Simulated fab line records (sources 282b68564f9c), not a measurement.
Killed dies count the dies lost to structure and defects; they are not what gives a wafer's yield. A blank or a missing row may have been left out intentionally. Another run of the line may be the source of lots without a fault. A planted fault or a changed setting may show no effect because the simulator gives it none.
Problem report in the 8D (eight disciplines) form, filled by code -- flow rit cmos -- the parts of the form that need people (team, actions taken, sign-off) are left out

== 1. WHAT IS WRONG ==
PRETRO_TW at RIT_PRETRO_TW_MEAS_10 reads a mean of 446 on 9 wafers of 3 lots; wafers without a fault read 475 with a standard deviation of 4.5. Measured from the usual mean, that is -6.5 standard deviations.
First observed at day 2 17:19: wafer L710.3, on film metro-04. At this step, 45 wafers from 15 lots have a number in the record. Rule for "out", or "out of limits": more than 4 standard deviations from the usual mean. The other wafers with a number count as sound.

== 2. WHAT THIS IS AND IS NOT ==
question,is,is not
which readings at this step,PRETRO_TW,-
which lots,"L710, L713, L714","L708, L709, L711, L712, L721, L722, L723, L724, L727, L728, L729, L730"
which wafers of those lots,all that have a number,-
read on which gauges,"film metro-02, film metro-04",film metro-03
when,from day 2 17:19,"up to then (6 sound wafers); but 30 sound wafers of L711, L712, L721, L722, L723, L724, L727, L728, L729, L730 came after"

== 3. WHAT RULES OUT EACH SUSPECT ==
Counting: a tool at any process step up to the reading remains a suspect when it ran all the lots that are out and ran no sound lot after the first of those.
- the gauge at RIT_PRETRO_TW_MEAS_10 has been ruled out. 2 gauges (film metro-02, film metro-04) read the wafers that are out.
- implanter-03 at RIT_PRETRO_IMPLANT_08: ruled out as a lasting fault. Sound lots L728 ran on it after its first lot that is out, L710 (day 2 17:01).
Left after counting: nothing in the record.

== 4. THE CAUSE (what the simulator had put in) ==
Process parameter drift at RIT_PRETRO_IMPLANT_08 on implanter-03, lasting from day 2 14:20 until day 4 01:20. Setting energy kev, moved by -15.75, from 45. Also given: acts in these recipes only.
Counting ruled it out, wrongly: the rule takes a fault to strike every lot that its tool runs from its start on, and this one did not.

== 5. THE CHAIN OF EFFECTS, in route order ==
One row per reading whose mean, taken over the struck wafers that have a number, lies over 3 standard deviations from the usual. Scope: only readings with a usual standard deviation given in the record; hours: median across lots of the time from each lot's start at the first step in this table that gives one to its start at this step; sigmas: change in usual standard deviations.
hours,step,reading,usual,on struck wafers,change,sigmas
0,RIT_PRETRO_IMPLANT_08,beam energy keV,44.997,29.243,-15.754,-99 or more
0,RIT_PRETRO_TW_MEAS_10,PRETRO_TW,475,446,-29,-6.5
Its process steps:
- RIT_PRETRO_IMPLANT_08

== 6. WHAT WOULD HAVE CAUGHT IT SOONER ==
3 hours passed between the start of the fault at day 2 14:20 and the first reading out of limits at a measuring or inspecting step in this record, taken at day 2 17:19.
At RIT_PRETRO_IMPLANT_08, the tool's own readings (beam energy keV) were out on each struck wafer the step has a row for, so an alarm limit on them would have fired on the first such wafer.
